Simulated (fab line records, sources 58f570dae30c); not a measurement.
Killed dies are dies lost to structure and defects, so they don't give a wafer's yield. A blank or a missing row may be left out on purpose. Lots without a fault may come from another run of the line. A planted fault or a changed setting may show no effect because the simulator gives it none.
Tool commonality check | flow berkeley_cmos170 | 15 lots, 45 wafers sampled

WHY IT WAS OPENED
At UCB170_PLDD_TW_MEAS_11 the reading PLDD_TW is flagged on 3 of 15 lots. Wafers without a fault read 1009, standard deviation 7.6.
Rule: a lot is flagged when every wafer of it that has a number lies more than 4 standard deviations from that mean, or none has a number. The other lots count as sound.

lot  | measured     | on            | PLDD_TW, wafer by wafer | flag
L103 | day 7 11:14  | film_metro-01 | 1006 1010 1013          |
L105 | day 7 22:20  | film_metro-02 | 1012 1012 1013          |
L106 | day 7 22:22  | film_metro-01 | 1009 1008 1010          |
L109 | day 8 13:54  | film_metro-02 | 1019 1019 1021          |
L108 | day 8 14:10  | film_metro-04 | 1002 1002 1004          |
L110 | day 8 14:11  | film_metro-01 | 1009 1015 1015          |
L112 | day 9 09:29  | film_metro-01 | 1011 1007 1011          |
L113 | day 9 09:38  | film_metro-04 | 944 941 943             | FLAGGED
L116 | day 9 10:01  | film_metro-01 | 957 962 962             | FLAGGED
L119 | day 10 05:13 | film_metro-02 | 1019 1018 1015          |
L118 | day 10 05:29 | film_metro-01 | 961 957 960             | FLAGGED
L121 | day 10 20:14 | film_metro-02 | 1015 1010 1015          |
L124 | day 11 12:05 | film_metro-04 | 998 996 997             |
L122 | day 11 13:16 | film_metro-04 | 999 1005 1001           |
L126 | day 12 00:04 | film_metro-02 | 1011 1016 1012          |
The numbers of the flagged lots are 954 on average: -55 against the usual, or -7 standard deviations.

WHICH TOOL RAN EACH LOT
The record holds 1 process step before the reading, out of a route of 331 steps. In each cell: the tool, then ch and the chambers that the sampled wafers went through, then the start.
lot  | flag    | UCB170_PLDD_IMPLANT_08
L103 |         | implanter-01 ch 0, day 7 10:50
L105 |         | implanter-01 ch 0, day 7 21:56
L106 |         | implanter-03 ch 0, day 7 21:58
L109 |         | implanter-03 ch 0, day 8 13:32
L108 |         | implanter-01 ch 0, day 8 13:47
L110 |         | implanter-03 ch 0, day 8 13:49
L112 |         | implanter-03 ch 0, day 9 09:06
L113 | FLAGGED | implanter-01 ch 0, day 9 09:14
L116 | FLAGGED | implanter-01 ch 0, day 9 09:37
L119 |         | implanter-04 ch 0, day 10 04:50
L118 | FLAGGED | implanter-01 ch 0, day 10 05:06
L121 |         | implanter-04 ch 0, day 10 19:52
L124 |         | implanter-03 ch 0, day 11 11:41
L122 |         | implanter-04 ch 0, day 11 12:53
L126 |         | implanter-04 ch 0, day 11 23:41
What these steps do:
- UCB170_PLDD_IMPLANT_08
- UCB170_PLDD_TW_MEAS_11

FLAGGED OVER TOTAL, TOOL BY TOOL (the gauges that took the reading come last)
step                   | tool          | lots run | flagged | share of the flagged lots | sound lots run after its first flagged lot
UCB170_PLDD_IMPLANT_08 | implanter-01  | 6        | 3       | all                       | 0
UCB170_PLDD_IMPLANT_08 | implanter-03  | 5        | 0       | none                      | -
UCB170_PLDD_IMPLANT_08 | implanter-04  | 4        | 0       | none                      | -
UCB170_PLDD_TW_MEAS_11 | film_metro-01 | 6        | 2       | some                      | 0
UCB170_PLDD_TW_MEAS_11 | film_metro-02 | 5        | 0       | none                      | -
UCB170_PLDD_TW_MEAS_11 | film_metro-04 | 4        | 1       | some                      | 2 (L124,L122)

WHAT THE TABLE ALLOWS
1 row of the table ran every flagged lot: implanter-01 at UCB170_PLDD_IMPLANT_08.
- implanter-01 at UCB170_PLDD_IMPLANT_08: 3 of its 6 lots flagged. Its last sound lot is L108 (day 8 13:47), its first flagged lot L113 (day 9 09:14): a fault that began between those two fits. Its own readings lie more than 4 standard deviations out on every wafer of the flagged lots: tilt_deg.
One tool is left: implanter-01 at UCB170_PLDD_IMPLANT_08.

WHAT THE SIMULATOR HAD PUT IN
Process parameter drift: implanter-01, from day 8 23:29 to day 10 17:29, at UCB170_PLDD_IMPLANT_08. Setting tilt_deg, moved by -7, from 7. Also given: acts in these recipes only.
Lots struck among those shown: L113, L116, L118. The rule above found the same.
